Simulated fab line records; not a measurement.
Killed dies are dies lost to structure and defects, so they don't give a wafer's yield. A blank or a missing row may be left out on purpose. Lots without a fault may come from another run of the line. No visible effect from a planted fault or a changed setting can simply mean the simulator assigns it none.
What tool caused it?    flow berkeley_cmos170    45 wafers from 15 lots sampled at 6 of the route's 331 steps

== WHAT THE GAUGES SHOWED, per wafer ==
UCB170_ACTIVE_THK_MEAS_06.
lot   measured     on             ACTIVE_NITRIDE_THK (nm)
L368  day 4 12:37  film_metro-01  220.1 219.6 219.0
L369  day 5 06:18  film_metro-04  219.0 219.9 219.0
L371  day 5 12:04  film_metro-01  220.8 221.8 220.5
L372  day 5 12:02  film_metro-03  219.5 219.0 218.8
L373  day 6 03:59  film_metro-01  220.3 220.3 219.7
L374  day 6 03:59  film_metro-03  219.7 220.0 218.2
L375  day 6 04:01  film_metro-04  221.1 219.6 219.6
L376  day 6 04:03  film_metro-04  219.4 217.4 219.8
L378  day 6 13:58  film_metro-04  220.7 219.4 218.7
L379  day 6 13:58  film_metro-01  217.2 218.3 219.4
L381  day 7 11:38  film_metro-04  217.7 219.6 217.8
L382  day 7 18:38  film_metro-04  327.4 327.0 326.3
L383  day 7 18:38  film_metro-01  328.6 327.2 328.0
L384  day 7 18:39  film_metro-03  327.0 327.8 327.4
L385  day 8 00:43  film_metro-01  222.5 222.3 221.2

UCB170_SDANNEAL_RS_MEAS_03: uses a four-point probe to measure.
lot   measured      on             NSD_RS (ohm/sq)
L368  day 7 07:38   film_metro-04  37.18 37.19 37.03
L369  day 8 06:10   film_metro-03  37.13 37.15 37.16
L371  day 8 11:42   film_metro-04  37.06 37.05 37.15
L372  day 8 12:08   film_metro-04  37.13 36.98 37.08
L373  day 9 08:57   film_metro-01  37.19 37.25 37.18
L374  day 9 08:28   film_metro-01  37.24 37.05 37.06
L375  day 9 08:31   film_metro-03  37.28 37.22 37.24
L376  day 9 08:40   film_metro-04  37.19 37.26 37.21
L378  day 9 12:19   film_metro-01  37.06 37.06 37.12
L379  day 9 12:43   film_metro-04  37.30 37.13 37.09
L381  day 10 16:18  film_metro-04  36.99 37.13 36.98
L383  day 10 21:04  film_metro-04  37.13
L385  day 10 20:45  film_metro-01  37.05 37.06 37.09

UCB170_V1_CD_MEAS_90: the cd target is 700 nm.
lot   measured      on         cd_nm (nm)
L368  day 7 22:15   cd_sem-01  700.8 697.8 699.9
L369  day 8 18:22   cd_sem-01  700.6 699.0 699.8
L371  day 9 00:40   cd_sem-01  701.7 700.6 702.2
L372  day 9 03:26   cd_sem-02  699.8 702.1 702.3
L373  day 10 00:41  cd_sem-02  698.8 699.8 701.4
L374  day 10 00:25  cd_sem-01  702.2 701.3 701.2
L375  day 10 00:35  cd_sem-01  700.7 701.8 700.9
L376  day 10 00:59  cd_sem-01  698.5 699.8 699.0
L378  day 10 09:59  cd_sem-01  702.0 702.9 703.9
L379  day 10 10:14  cd_sem-01  699.2 698.8 698.8
L381  day 11 05:04  cd_sem-01  700.4 700.3 701.3
L383  day 11 12:49  cd_sem-01  698.9
L385  day 11 11:59  cd_sem-02  704.2 704.7 704.3

== WHAT TOOL EACH LOT RAN ON (gives the tool, then ch and the chambers of the sampled wafers, and finally the start) ==
lot   UCB170_ACTIVE_CVD_05        UCB170_ACTIVE_ETCH_15              UCB170_CONTACT_STRIP_06
L368  lpcvd-02 ch 0, day 4 10:42  rie_diel-03 ch 0,1,3, day 4 14:05  plasma_asher-03 ch 0,1, day 7 12:19
L369  lpcvd-01 ch 0, day 5 04:22  rie_diel-03 ch 0,2,3, day 5 08:16  plasma_asher-04 ch 0,1, day 8 09:23
L371  lpcvd-01 ch 0, day 5 10:07  rie_diel-01 ch 0,1,2, day 5 13:39  plasma_asher-03 ch 0,1, day 8 14:55
L372  lpcvd-01 ch 1, day 5 10:07  rie_diel-02 ch 0,1,2, day 5 13:22  plasma_asher-01 ch 0,1, day 8 15:21
L373  lpcvd-02 ch 1, day 6 02:04  rie_diel-02 ch 1,2,3, day 6 05:52  plasma_asher-04 ch 0,1, day 9 13:45
L374  lpcvd-02 ch 0, day 6 02:04  rie_diel-01 ch 0,2,3, day 6 06:08  plasma_asher-03 ch 0, day 9 11:40
L375  lpcvd-02 ch 1, day 6 02:04  rie_diel-03 ch 1,2, day 6 05:54    plasma_asher-04 ch 0,1, day 9 11:43
L376  lpcvd-02 ch 1, day 6 02:04  rie_diel-02 ch 1,2,3, day 6 06:11  plasma_asher-03 ch 0,1, day 9 12:07
L378  lpcvd-01 ch 1, day 6 12:01  rie_diel-03 ch 0,1,3, day 6 15:22  plasma_asher-01 ch 0,1, day 9 17:04
L379  lpcvd-01 ch 0, day 6 12:01  rie_diel-01 ch 0,2,3, day 6 15:31  plasma_asher-03 ch 0,1, day 9 17:11
L381  lpcvd-01 ch 1, day 7 09:42  rie_diel-02 ch 1,2, day 7 12:52    plasma_asher-03 ch 0,1, day 10 19:37
L382  lpcvd-01 ch 1, day 7 16:43  rie_diel-03 ch 0,1,2, day 7 19:49  -
L383  lpcvd-01 ch 1, day 7 16:43  rie_diel-02 ch 1,2,3, day 7 20:29  plasma_asher-03 ch 0, day 11 01:07
L384  lpcvd-01 ch 1, day 7 16:43  rie_diel-01 ch 1,2,3, day 7 20:46  -
L385  lpcvd-02 ch 1, day 7 22:49  rie_diel-02 ch 0,2, day 8 01:55    plasma_asher-04 ch 0,1, day 11 01:07
- UCB170_ACTIVE_CVD_05: deposits Si3N4 from SiH2Cl2/NH3, target thk 220 nm, time 3300 s.
- UCB170_ACTIVE_ETCH_15: etches Si3N4 in CH3F/Ar/O2, stops on SiO2, target depth 242 nm, time 151 s.
- UCB170_CONTACT_STRIP_06: strips in O2.

== WHAT THE TOOLS THEMSELVES READ (means of the sampled wafers that have a number; where no wafer has one, the mark that the record gives instead) ==
UCB170_ACTIVE_CVD_05.
lot   tool      zone_power_source_pct (%)
L368  lpcvd-02  24.5
L369  lpcvd-01  20.5
L371  lpcvd-01  20.5
L372  lpcvd-01  16.7
L373  lpcvd-02  17.2
L374  lpcvd-02  24.6
L375  lpcvd-02  17.4
L376  lpcvd-02  17.3
L378  lpcvd-01  16.8
L379  lpcvd-01  20.5
L381  lpcvd-01  16.5
L382  lpcvd-01  16.8
L383  lpcvd-01  16.7
L384  lpcvd-01  16.7
L385  lpcvd-02  17.4

UCB170_ACTIVE_ETCH_15.
lot   tool         drypump_motor_current_A (A)  oes_product_au (a.u.)  throttle_valve_pct (%)
L368  rie_diel-03  5.4                          0.938                  7.97
L369  rie_diel-03  5.2                          0.932                  7.95
L371  rie_diel-01  6.0                          0.941                  8.02
L372  rie_diel-02  6.2                          0.937                  7.98
L373  rie_diel-02  6.1                          0.930                  8.02
L374  rie_diel-01  6.0                          0.927                  8.04
L375  rie_diel-03  5.4                          0.935                  7.92
L376  rie_diel-02  6.1                          0.930                  8.02
L378  rie_diel-03  5.4                          0.936                  7.97
L379  rie_diel-01  6.0                          0.923                  8.04
L381  rie_diel-02  6.1                          0.933                  8.00
L382  rie_diel-03  5.2                          0.978                  8.01
L383  rie_diel-02  6.1                          0.984                  8.02
L384  rie_diel-01  5.8                          0.985                  8.03
L385  rie_diel-02  6.4                          0.930                  7.87

UCB170_CONTACT_STRIP_06.
lot   tool             drypump_motor_current_A (A)  oes_product_au (a.u.)  strip_time_to_endpoint_s (s)
L368  plasma_asher-03  5.3                          0.738                  21.97
L369  plasma_asher-04  6.1                          0.734                  21.98
L371  plasma_asher-03  5.7                          0.735                  21.99
L372  plasma_asher-01  5.5                          0.739                  22.06
L373  plasma_asher-04  5.6                          0.734                  22.04
L374  plasma_asher-03  4.9                          0.736                  22.08
L375  plasma_asher-04  6.1                          0.727                  21.96
L376  plasma_asher-03  5.7                          0.734                  22.11
L378  plasma_asher-01  6.0                          0.734                  21.90
L379  plasma_asher-03  5.6                          0.735                  22.05
L381  plasma_asher-03  5.3                          0.736                  21.96
L383  plasma_asher-03  4.9                          0.733                  21.99
L385  plasma_asher-04  6.1                          0.735                  21.99

== THE ANSWER, worked out from the rows above alone ==
Rule: usual is defined by the lots themselves. The widest of any qualifying gaps counts: lots, ordered by their means at a reading, are off when they make up no more than a third of the lots, leave a main group of 4 or more, and stand apart from it by 3 or more times the standard deviation of that group's means. A main group is skipped when, at the precision printed for the reading in the tables above, its means are all equal. A lot without any number at a reading at which 4 lots or more have one is off too. Where the step has rows for the other lots, those lots are counted as sound. After the gauges, taken in route order, come the tools' own readings; for these a lot's mean is taken, as printed above. The first step at which some lot is off is used, and at that step the reading that is off furthest; a lot without a number counts as furthest.
Off: L382, L383, L384, at UCB170_ACTIVE_THK_MEAS_06 (ACTIVE_NITRIDE_THK). The main group has a mean of 219.6 nm with a standard deviation of 1.
A tool fits if, at a process step before that reading, it ran every lot that is off, and no sound lot after the first of them. Not tried: the gauges at UCB170_ACTIVE_THK_MEAS_06; whatever is off there is also off at UCB170_ACTIVE_ETCH_15, on other tools, and gauge error can't account for it. One candidate fits, namely lpcvd-01 at UCB170_ACTIVE_CVD_05. Its last sound lot is L381 (day 7 09:42), its first lot that is off L382 (day 7 16:43): a fault that began between those two fits.

== WHAT THE SIMULATOR PUT IN ==
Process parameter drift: lpcvd-01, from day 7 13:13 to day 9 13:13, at UCB170_ACTIVE_CVD_05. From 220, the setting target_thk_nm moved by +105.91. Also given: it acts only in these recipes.
Shown lots that were struck: L382, L383, L384. The rule given above showed the same thing.
